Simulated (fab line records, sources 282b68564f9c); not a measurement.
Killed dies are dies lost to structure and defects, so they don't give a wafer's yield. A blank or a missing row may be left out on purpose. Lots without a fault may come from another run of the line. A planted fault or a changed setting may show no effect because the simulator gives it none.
fab line records | flow rit_cmos
record lots=5 wafers=23
route steps=202 shown GATE@91 NSD@139 PSD@150 SDANNEAL@155 CONTACT@168 M1@184
start_h: hours from the record's first day to the start of the lot's first wafer shown | wait_h: hours since the lot's step before | " the same as in the row above | L1.1+2: a row that stands for several wafers | - no value, or no start given | * or withheld: withheld | < > ~ a bound
route shown NAME@n: a module of which the file shows steps, and the number in the route of the first | usual: mean/standard deviation of fault-free wafers | same: alike in all rows | chamber/n: place in a boat | sites: the reading at each site | _std_site: their standard deviation | _edge_site: outer sites' mean less inner sites' | radius_mm: how far each site lies from the wafer's centre | mask NAME#n: copy n | behind: the tool/chamber that last shaped the wafer | hold: why the lot was held/for how many hours/how that ended | device: the transistor (n, p or np) that didn't switch | end of line: the same wafers' tests at the end of the route | a step without rows: its recipe alone | killed: dies lost to structure and defects at the first sort, not the wafer's yield | map: a wafer's dies, x killed, . not, _ none there
set.NAME: the setting as run; set.NAME@STEP: as run at that earlier step | model.NAME: the simulator's own value behind a step, which no gauge read
lots whose settings were changed on purpose; a table a step, a row a wafer
## steps
# step RIT_GATE_DEVELOP_15
# recipe resist=NOVOLAK develop_time_s=50 dev_temp_c=23
# columns lot.wafer tool chamber start_h wait_h set.dev_temp_c
L075.2+3+4 litho_track-03 0 - - 24.87
L075.5+6 " 0 " " 23
L077.1+3+5 litho_track-04 0 - - 23
L077.4+6 " 0 " " 25.56
L078.1+3+4 litho_track-03 0 - - 19.77
L078.2+6 " 0 " " 23
L081.1+5+6 litho_track-03 0 - - 23
L085.1+2+6 litho_track-02 0 - - 25.96
L085.3+5 " 0 " " 23
# step RIT_NSD_IMPLANT_08
# recipe species=P energy_kev=25 dose_cm2=1e+15 tilt_deg=7
# columns lot.wafer tool chamber start_h wait_h set.energy_kev model.implant.rp_nm model.implant.drp_nm
L075.2+4+5 implanter-03 0 55.65 0.1 25.52 33.73 15.02
L075.3+6 " 0 " " 25 33.27 14.84
L077.1+3+4 implanter-04 0 65.60 0.1 24.26 31.05 14.57
L077.5+6 " 0 " " 25 31.69 14.84
L078.1+2+6 implanter-01 0 71.43 0.1 26.3 34.27 15.3
L078.3+4 " 0 " " 25 33.11 14.84
L081.1+5+6 implanter-04 0 85.45 0.1 25 32.26 14.84
L085.1+2+3+5+6 implanter-03 0 107.52 0.1 25 31.98 14.84
# step RIT_PSD_IMPLANT_08
# recipe species=BF2 energy_kev=27 dose_cm2=5e+15 tilt_deg=7
# columns lot.wafer tool chamber start_h wait_h set.energy_kev model.implant.rp_nm model.implant.drp_nm
L075.2+3+4+5+6 implanter-02 0 57.12 0.1 27 23.28 12.05
L077.1+4+6 implanter-04 0 67.02 0.1 27 22.37 12.05
L077.3+5 " 0 " " 25.95 21.67 11.71
L078.1+3 implanter-03 0 72.98 0.1 27 22.98 12.05
L078.2+4+6 " 0 " " 25.43 21.9 11.55
L081.1+5+6 implanter-03 0 86.99 0.1 27 21.7 12.05
L085.1+3+5 implanter-03 0 108.94 0.1 27.63 21.75 12.24
L085.2+6 " 0 " " 27 21.35 12.05
# step RIT_PSD_STRIP_09
# recipe chemistry=O2 time_s=180 resist=NOVOLAK platen_temp_c=withheld power_w=500 pressure_mtorr=4000 o2_flow_sccm=4000
# step RIT_SDANNEAL_CLEAN_02
# recipe chemistry=SC2 mix=3:3:50 time_s=600 temp_c=75 dry=n2_spin
# step RIT_SDANNEAL_RTA_03
# recipe temp_c=1050 time_s=5 idle_temp_c=600 ramp_up_c_per_s=342 ramp_down_c_per_s=171 cool_to_c=600 ambient=N2
# step RIT_SDANNEAL_RS_MEAS_04
# recipe thk_meas_gauge=four-point-probe
# usual PSD_RS=115.84/0.28
# columns lot.wafer tool chamber start_h wait_h set.energy_kev@PSD_IMPLANT_08 PSD_RS[ohm/sq]
L075.2 film_metro-01 - 57.94 0.1 27 115.63
L075.3 " - " " 27 115.74
L075.4 " - " " 27 115.95
L075.5 " - " " 27 116.05
L075.6 " - " " 27 116.01
L077.1 film_metro-04 - 67.85 0.0 27 115.72
L077.3 " - " " 25.95 118.37
L077.4 " - " " 27 116.27
L077.5 " - " " 25.95 118.43
L077.6 " - " " 27 115.97
L078.1 film_metro-04 - 73.80 0.0 27 115.58
L078.2 " - " " 25.43 119.44
L078.3 " - " " 27 116.13
L078.4 " - " " 25.43 119.37
L078.6 " - " " 25.43 118.97
L081.1 film_metro-04 - 87.84 0.0 27 115.71
L081.5 " - " " 27 115.47
L081.6 " - " " 27 115.42
L085.1 film_metro-02 - 109.75 0.0 27.63 114.36
L085.2 " - " " 27 115.68
L085.3 " - " " 27.63 114.02
L085.5 " - " " 27.63 114.29
L085.6 " - " " 27 115.59
# step RIT_CONTACT_CVD_00
# recipe material=SiO2 target_thk_nm=400 precursor=TEOS temp_c=390 time_s=61 rf_w=400
# columns lot.wafer tool chamber start_h wait_h set.time_s model.SiO2_of_CONTACT_CVD_00.thk_nm
L075.2 pecvd-03 0 58.92 0.0 69.3 458.2
L075.3 " 1 " " 69.3 461
L075.4 " 2 " " 61 409.7
L075.5 " 0 " " 61 410.9
L075.6 " 1 " " 61 410.2
L077.1 pecvd-01 0 68.85 0.1 56.86 368.6
L077.3 " 1 " " 61 398
L077.4 " 1 " " 61 399.2
L077.5 " 0 " " 61 402.4
L077.6 " 2 " " 56.86 380.3
L078.1 pecvd-03 1 74.80 0.1 55.65 368.4
L078.2 " 0 " " 61 402.9
L078.3 " 2 " " 61 396.9
L078.4+6 " 0,2 " " 55.65 -
L081.1 pecvd-03 0 88.84 0.1 61 397.4
L081.5 " 2 " " 61 399.6
L081.6 " 1 " " 61 405.6
L085.1 pecvd-04 2 110.75 0.1 61 398.7
L085.2 " 1 " " 54.51 354.5
L085.3 " 0 " " 54.51 355.4
L085.5 " 0 " " 61 405.9
L085.6 " 2 " " 61 405.2
# step RIT_CONTACT_THK_MEAS_01
# recipe reads=SiO2_of_CONTACT_CVD_00
# usual CONTACT_TEOS_THK=401/5.1
# columns lot.wafer tool chamber start_h wait_h set.time_s@CONTACT_CVD_00 CONTACT_TEOS_THK[nm]
L075.2 film_metro-04 - 58.98 0.0 69.3 458
L075.3 " - " " 69.3 461
L075.4 " - " " 61 410
L075.5 " - " " 61 411
L075.6 " - " " 61 410
L077.1 film_metro-01 - 68.90 0.0 56.86 368
L077.3 " - " " 61 398
L077.4 " - " " 61 399
L077.5 " - " " 61 402
L077.6 " - " " 56.86 381
L078.1 film_metro-03 - 74.85 0.0 55.65 369
L078.2 " - " " 61 403
L078.3 " - " " 61 396
L078.4 " - " " 55.65 367
L078.6 " - " " 55.65 368
L081.1 film_metro-04 - 88.89 0.0 61 398
L081.5 " - " " 61 400
L081.6 " - " " 61 405
L085.1 film_metro-03 - 110.80 0.0 61 399
L085.2 " - " " 54.51 355
L085.3 " - " " 54.51 356
L085.5 " - " " 61 406
L085.6 " - " " 61 405
# step RIT_CONTACT_DEVELOP_07
# recipe resist=NOVOLAK develop_time_s=120 dev_temp_c=23
# columns lot.wafer tool chamber start_h wait_h set.develop_time_s
L075.2+5+6 litho_track-02 0 - - 120
L075.3+4 " 0 " " 113.1
L077.1+3+5 litho_track-03 0 - - 105.5
L077.4+6 " 0 " " 120
L078.1+3+6 litho_track-03 0 - - 135.3
L078.2+4 " 0 " " 120
L081.1+5+6 litho_track-03 0 - - 120
L085.1+2+3 litho_track-02 0 - - 104.4
L085.5+6 " 0 " " 120
# step RIT_CONTACT_CD_MEAS_08
# recipe target_cd_nm=1000
# usual cd_nm=998.7/2
# columns lot.wafer tool chamber start_h wait_h set.develop_time_s@CONTACT_DEVELOP_07 cd_nm
L075.2 cd_sem-02 - 60.02 - 120 999.5
L075.3 " - " " 113.1 992.8
L075.4 " - " " 113.1 995.5
L075.5 " - " " 120 997.6
L075.6 " - " " 120 999.2
L077.1 cd_sem-01 - 69.92 - 105.5 988.8
L077.3 " - " " 105.5 987.8
L077.4 " - " " 120 996.4
L077.5 " - " " 105.5 988.8
L077.6 " - " " 120 999.3
L078.1 cd_sem-01 - 76.00 - 135.3 1006.5
L078.2 " - " " 120 996.5
L078.3 " - " " 135.3 1005.3
L078.4 " - " " 120 996.0
L078.6 " - " " 135.3 1004.4
L081.1 cd_sem-01 - 89.91 - 120 998.9
L081.5 " - " " 120 999.3
L081.6 " - " " 120 998.6
L085.1 cd_sem-01 - 111.95 - 104.4 983.6
L085.2 " - " " 104.4 988.5
L085.3 " - " " 104.4 986.8
L085.5 " - " " 120 999.1
L085.6 " - " " 120 999.6
# step RIT_CONTACT_HARDBAKE_10
# recipe resist=NOVOLAK temp_c=140 time_s=60
# step RIT_CONTACT_ETCH_11
# recipe target_depth_a=4800 over_etch_frac=0.2 stop_on=TiSi2 chemistry=CHF3/CF4/Ar target=SiO2 CHF3_flow_sccm=50 cf4_flow_sccm=10 Ar_flow_sccm=100 O2_flow_sccm=5 pressure_mtorr=100 rf_w=200 time_s=320
# columns lot.wafer tool chamber start_h wait_h set.time_s@CONTACT_CVD_00 set.develop_time_s@CONTACT_DEVELOP_07 model.CONTACT.feature_depth_nm model.etch.depth_nm model.CONTACT.cd_nm
L075.2 rie_diel-02 2 60.30 0.1 69.3 120 458.2 458.2 999.3
L075.3 " 3 " " 69.3 113.1 461 461 992.8
L075.4 " 3 " " 61 113.1 409.7 409.7 995.3
L075.5 " 2 " " 61 120 410.9 410.9 997.9
L075.6 " 1 " " 61 120 410.2 410.2 999.4
L077.1 rie_diel-02 0 70.23 0.1 56.86 105.5 368.6 368.6 988.4
L077.3 " 3 " " 61 105.5 398 398 987.5
L077.4 " 1 " " 61 120 399.2 399.2 996.9
L077.5 " 3 " " 61 105.5 402.4 402.4 988.6
L077.6 " 2 " " 56.86 120 380.3 380.3 999.7
L078.1 rie_diel-04 2 76.31 0.1 55.65 135.3 368.4 368.4 1006
L078.2 " 0 " " 61 120 402.9 402.9 996.3
L078.3 " 3 " " 61 135.3 396.9 396.9 1005
L078.4 " 1 " " 55.65 120 367.1 - 995.7
L078.6 " 1 " " 55.65 135.3 368 - 1004
L081.1 rie_diel-04 3 90.22 0.1 61 120 397.4 397.4 998.6
L081.5 " 3 " " 61 120 399.6 399.6 999.4
L081.6 " 2 " " 61 120 405.6 405.6 998.7
L085.1 rie_diel-04 1 112.26 0.1 61 104.4 398.7 398.7 984
L085.2 " 0 " " 54.51 104.4 354.5 354.5 988.4
L085.3 " 3 " " 54.51 104.4 355.4 355.4 986.3
L085.5 " 3 " " 61 120 405.9 405.9 998.8
L085.6 " 0 " " 61 120 405.2 405.2 999.3
# step RIT_CONTACT_STRIP_12
# recipe chemistry=O2 time_s=180 resist=NOVOLAK platen_temp_c=withheld power_w=500 pressure_mtorr=4000 o2_flow_sccm=4000
# step RIT_CONTACT_CD_MEAS_90
# recipe target_cd_nm=1000
# usual cd_nm=998.7/2
# columns lot.wafer tool chamber start_h wait_h set.develop_time_s@CONTACT_DEVELOP_07 cd_nm
L075.2 cd_sem-02 - 60.69 0.1 120 999.5
L075.3 " - " " 113.1 992.9
L075.4 " - " " 113.1 995.4
L075.5 " - " " 120 997.9
L075.6 " - " " 120 999.2
L077.1 cd_sem-02 - 70.60 0.1 105.5 988.4
L077.3 " - " " 105.5 987.7
L077.4 " - " " 120 997.2
L077.5 " - " " 105.5 988.5
L077.6 " - " " 120 999.6
L078.1 cd_sem-02 - 76.68 0.1 135.3 1006.5
L078.2 " - " " 120 996.3
L078.3 " - " " 135.3 1005.2
L078.4 " - " " 120 995.4
L078.6 " - " " 135.3 1004.6
L081.1 cd_sem-01 - 90.59 0.1 120 998.6
L081.5 " - " " 120 999.6
L081.6 " - " " 120 998.8
L085.1 cd_sem-02 - 112.63 0.1 104.4 984.2
L085.2 " - " " 104.4 988.5
L085.3 " - " " 104.4 986.3
L085.5 " - " " 120 998.9
L085.6 " - " " 120 999.4
# step RIT_M1_SPUTTER_00
# recipe material=Al target_thk_nm=400 power_w=2000 chamber_pressure_pa=0.4 gas=Ar time_s=500 substrate_temp_c=25
# columns lot.wafer tool chamber start_h wait_h set.power_w model.Al_of_M1_SPUTTER_00.thk_nm
L075.2 pvd_sputter-03 - 61.14 0.0 1907 391.8
L075.3 " - " " 2000 405.3
L075.4 " - " " 2000 401.5
L075.5 " - " " 1907 388.6
L075.6 " - " " 2000 400
L077.1 pvd_sputter-03 - 71.07 0.0 2000 405.7
L077.3 " - " " 2000 404
L077.4 " - " " 2000 405.6
L077.5 " - " " 2000 404.8
L077.6 " - " " 2000 407.8
L078.1 pvd_sputter-02 - 77.15 0.0 2000 395.3
L078.2 " - " " 2000 398.4
L078.3 " - " " 2000 401.6
L078.4 " - " " 2155 433.5
L078.6 " - " " 2155 430.4
L081.1+5 pvd_sputter-03 - 91.06 0.0 2000 406.4
L081.6 " - " " 2000 404.9
L085.1 pvd_sputter-03 - 113.11 0.0 2000 409.7
L085.2 " - " " 2070 420.2
L085.3 " - " " 2000 406.9
L085.5 " - " " 2070 421.2
L085.6 " - " " 2000 408.8
# step RIT_M1_RS_MEAS_01
# recipe thk_meas_gauge=four-point-probe reads=Al_of_M1_SPUTTER_00
# usual M1_AL_RS=0.0728/0.00062
# columns lot.wafer tool chamber start_h wait_h set.power_w@M1_SPUTTER_00 M1_AL_RS[ohm/sq]
L075.2 film_metro-02 - 61.46 0.2 1907 0.0749
L075.3 " - " " 2000 0.0724
L075.4 " - " " 2000 0.0729
L075.5 " - " " 1907 0.0756
L075.6 " - " " 2000 0.0734
L077.1 film_metro-04 - 71.36 0.1 2000 0.0724
L077.3 " - " " 2000 0.0727
L077.4 " - " " 2000 0.0725
L077.5 " - " " 2000 0.0724
L077.6 " - " " 2000 0.0720
L078.1 film_metro-04 - 77.44 0.1 2000 0.0742
L078.2 " - " " 2000 0.0738
L078.3 " - " " 2000 0.0732
L078.4 " - " " 2155 0.0676
L078.6 " - " " 2155 0.0682
L081.1 film_metro-04 - 91.35 0.1 2000 0.0721
L081.5 " - " " 2000 0.0723
L081.6 " - " " 2000 0.0724
L085.1 film_metro-02 - 113.41 0.1 2000 0.0717
L085.2 " - " " 2070 0.0698
L085.3 " - " " 2000 0.0721
L085.5 " - " " 2070 0.0698
L085.6 " - " " 2000 0.0717
# step RIT_M1_THK_MEAS_02
# recipe thk_meas_gauge=xrf reads=Al_of_M1_SPUTTER_00
# usual M1_AL_THK=406/4.2
# columns lot.wafer tool chamber start_h wait_h set.power_w@M1_SPUTTER_00 M1_AL_THK[nm]
L075.2 film_metro-02 - 61.57 0.1 1907 392
L075.3 " - " " 2000 410
L075.4 " - " " 2000 406
L075.5 " - " " 1907 390
L075.6 " - " " 2000 399
L077.1 film_metro-04 - 71.48 0.1 2000 413
L077.3 " - " " 2000 411
L077.4 " - " " 2000 411
L077.5 " - " " 2000 411
L077.6 " - " " 2000 414
L078.1 film_metro-04 - 77.56 0.1 2000 401
L078.2 " - " " 2000 404
L078.3 " - " " 2000 407
L078.4 " - " " 2155 442
L078.6 " - " " 2155 439
L081.1 film_metro-04 - 91.47 0.1 2000 413
L081.5 " - " " 2000 412
L081.6 " - " " 2000 413
L085.1 film_metro-02 - 113.53 0.1 2000 411
L085.2 " - " " 2070 419
L085.3 " - " " 2000 405
L085.5 " - " " 2070 422
L085.6 " - " " 2000 410
# step RIT_M1_METAL_ETCH_12
# recipe stop_on=SiO2 chemistry=Cl2/BCl3 target=Al time_s=165 over_etch_frac=0.5 pressure_mtorr=100 target_depth_a=6000 rf_w=250 Cl2_flow_sccm=60 bcl3_flow_sccm=50
# columns lot.wafer tool chamber start_h wait_h set.rf_w set.time_s@CONTACT_CVD_00 set.power_w@M1_SPUTTER_00 model.NOVOLAK_of_M1_COAT_04.thk_nm model.SiO2_of_CONTACT_CVD_00.thk_nm model.etch.depth_nm
L075.2 rie_metal-01 1 62.96 0.2 250 69.3 1907 806.7 421.7 391.8
L075.3 " 1 " " 250 69.3 2000 806 424.8 405.3
L075.4 " 1 " " 250 61 2000 805.6 373.4 401.5
L075.5 " 1 " " 277.6 61 1907 772.2 370.7 388.6
L075.6 " 1 " " 277.6 61 2000 772.6 370 400
L077.1 rie_metal-03 0 72.95 0.2 250 56.86 2000 803.2 331.8 405.7
L077.3 " 0 " " 250 61 2000 804.4 361.2 404
L077.4 " 1 " " 250 61 2000 808.4 363 405.6
L077.5 " 0 " " 250 61 2000 801.9 365.6 404.8
L077.6 " 1 " " 250 56.86 2000 809.7 344.1 407.8
L078.1 rie_metal-01 0 79.04 0.2 250 55.65 2000 810.9 332.4 395.3
L078.2 " 1 " " 250 61 2000 813.7 366.9 398.4
L078.3 " 0 " " 241.9 61 2000 822.3 362 401.6
L078.4 " 1 " " 250 55.65 2155 - - -
L078.6 " 0 " " 241.9 55.65 2155 - - -
L081.1 rie_metal-01 0 92.94 0.2 250 61 2000 815.7 361.4 406.4
L081.5 " 1 " " 250 61 2000 811.4 363.5 406.4
L081.6 " 0 " " 250 61 2000 813.2 369.7 404.9
L085.1 rie_metal-02 0 115.00 0.2 271.3 61 2000 772.7 358.7 409.7
L085.2 " 1 " " 271.3 54.51 2070 777 314.9 420.2
L085.3 " 0 " " 250 54.51 2000 803.7 318.5 406.9
L085.5 " 0 " " 271.3 61 2070 774.8 366 421.2
L085.6 " 1 " " 250 61 2000 802.8 368.4 408.8
# step RIT_M1_ANNEAL_15
# recipe temp_c=450 time_s=1800 ambient=forming_gas_H2N2
# columns lot.wafer tool chamber start_h wait_h set.time_s
L075.2+3+4+5+6 - - - 0.1 1639
L077.1+3+4+5+6 - - - 0.1 1698
L078.1+2+3+4+6 - - - 0.1 1887
L081.1+5+6 furnace-02 0 93.58 0.1 1800
L085.1+2+3+5+6 - - - 0.1 1897
# step RIT_M1_PROBE_99
# columns lot.wafer tool chamber start_h wait_h set.dev_temp_c@GATE_DEVELOP_15 model.etest.pmos_turned.r_on_ohm_um model.etest.pmos_0p15.r_on_ohm_um model.etest.pmos_0p3.r_on_ohm_um model.etest.nmos_0p15.r_on_ohm_um
L075.2+4 prober-02 - 65.37 0.1 24.87 - - - -
L075.3 prober-02 - 65.42 0.2 24.87 3732 3048 6633 1226
L077.1 prober-02 - 75.23 0.1 23 3683 2933 6508 1146
L077.3 prober-02 - 75.33 0.2 23 3782 2986 6616 1168
L077.4 prober-02 - 75.38 0.2 25.56 4046 3289 6944 1280
L077.5 prober-02 - 75.43 0.2 23 3593 2899 6481 1140
L077.6 prober-02 - 75.48 0.2 25.56 4082 3318 6882 1279
L078.1 prober-01 - 81.30 0.1 19.77 3214 2326 5928 1030
L078.2 prober-01 - 81.35 0.1 23 3748 2856 6548 1161
L078.3 prober-01 - 81.40 0.2 19.77 3399 2412 6018 1039
L078.4 prober-01 - 81.45 0.2 19.77 3249 2347 5979 1040
L078.6 prober-01 - 81.55 0.2 23 3729 2806 6580 1173
L081.1 prober-02 - 95.20 0.1 23 3603 2880 6326 1168
L081.5 prober-02 - 95.40 0.2 23 3566 2867 6301 1154
L081.6 prober-02 - 95.45 0.2 23 3580 2906 6418 1163
L085.1 prober-02 - 117.27 0.1 25.96 3694 3143 6593 1236
L085.2 prober-02 - 117.32 0.1 25.96 3753 3211 6759 1246
L085.3 prober-02 - 117.37 0.2 23 3147 2629 6109 1069
L085.5 prober-02 - 117.47 0.2 23 3280 2749 6239 1122
L085.6 prober-02 - 117.52 0.2 25.96 3791 3228 6746 1272
# killed by level:class
L081.1 SPACER:geometric_particle:short=3 GATE:geometric_particle:short=2 GATE:geometric_particle:open=2 FOX1:geometric_particle:open=1 REOX:geometric_particle:open=1 SILICIDE:geometric_particle:short=1
L081.5 GATE:geometric_particle:open=3 FOX2:geometric_particle:short=2 REOX:geometric_particle:open=1 SILICIDE:geometric_particle:short=1
L081.6 SILICIDE:geometric_particle:short=4 FOX1:geometric_particle:open=1 FOX1:geometric_particle:short=1 GATE:geometric_particle:open=1 GATE:geometric_particle:short=1 REOX:geometric_particle:open=1 SPACER:geometric_particle:open=1 CONTACT:geometric_particle:open=1
## key
split step=RIT_GATE_DEVELOP_15 setting=dev_temp_c stated=23 by=wafer
response step=RIT_M1_PROBE_99 reading=model.etest.pmos_turned.r_on_ohm_um change=+35.7 per=1% r=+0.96
response step=RIT_M1_PROBE_99 reading=model.etest.pmos_0p15.r_on_ohm_um change=+35.2 per=1% r=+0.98
response step=RIT_M1_PROBE_99 reading=model.etest.pmos_0p3.r_on_ohm_um change=+39.5 per=1% r=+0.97
response step=RIT_M1_PROBE_99 reading=model.etest.nmos_0p15.r_on_ohm_um change=+10.8 per=1% r=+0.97
split step=RIT_NSD_IMPLANT_08 setting=energy_kev stated=25 by=wafer
response step=RIT_NSD_IMPLANT_08 reading=model.implant.rp_nm change=+0.221 per=1% r=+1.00
response step=RIT_NSD_IMPLANT_08 reading=model.implant.drp_nm change=+0.089 per=1% r=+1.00
split step=RIT_PSD_IMPLANT_08 setting=energy_kev stated=27 by=wafer
response step=RIT_PSD_IMPLANT_08 reading=model.implant.rp_nm change=+0.182 per=1% r=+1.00
response step=RIT_PSD_IMPLANT_08 reading=model.implant.drp_nm change=+0.0854 per=1% r=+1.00
response step=RIT_SDANNEAL_RS_MEAS_04 reading=PSD_RS change=-0.597 per=1% r=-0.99
split step=RIT_CONTACT_CVD_00 setting=time_s stated=61 by=wafer
response step=RIT_CONTACT_CVD_00 reading=model.SiO2_of_CONTACT_CVD_00.thk_nm change=+3.9 per=1% r=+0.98
response step=RIT_CONTACT_THK_MEAS_01 reading=CONTACT_TEOS_THK change=+3.86 per=1% r=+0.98
response step=RIT_CONTACT_ETCH_11 reading=model.CONTACT.feature_depth_nm change=+3.89 per=1% r=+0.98
response step=RIT_CONTACT_ETCH_11 reading=model.etch.depth_nm change=+3.9 per=1% r=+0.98
response step=RIT_M1_METAL_ETCH_12 reading=model.SiO2_of_CONTACT_CVD_00.thk_nm change=+3.98 per=1% r=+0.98
split step=RIT_CONTACT_DEVELOP_07 setting=develop_time_s stated=120 by=wafer
response step=RIT_CONTACT_CD_MEAS_08 reading=cd_nm change=+0.837 per=1% r=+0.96
response step=RIT_CONTACT_ETCH_11 reading=model.CONTACT.cd_nm change=+0.854 per=1% r=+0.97
response step=RIT_CONTACT_CD_MEAS_90 reading=cd_nm change=+0.86 per=1% r=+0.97
split step=RIT_M1_SPUTTER_00 setting=power_w stated=2000 by=wafer
response step=RIT_M1_SPUTTER_00 reading=model.Al_of_M1_SPUTTER_00.thk_nm change=+3.82 per=1% r=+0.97
response step=RIT_M1_RS_MEAS_01 reading=M1_AL_RS change=-0.00067 per=1% r=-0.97
response step=RIT_M1_THK_MEAS_02 reading=M1_AL_THK change=+4.14 per=1% r=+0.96
response step=RIT_M1_METAL_ETCH_12 reading=model.etch.depth_nm change=+2.93 per=1% r=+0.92
split step=RIT_M1_METAL_ETCH_12 setting=rf_w stated=250 by=wafer
response step=RIT_M1_METAL_ETCH_12 reading=model.NOVOLAK_of_M1_COAT_04.thk_nm change=-3.16 per=1% r=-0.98
split step=RIT_M1_ANNEAL_15 setting=time_s stated=1800 by=lot
response none clear
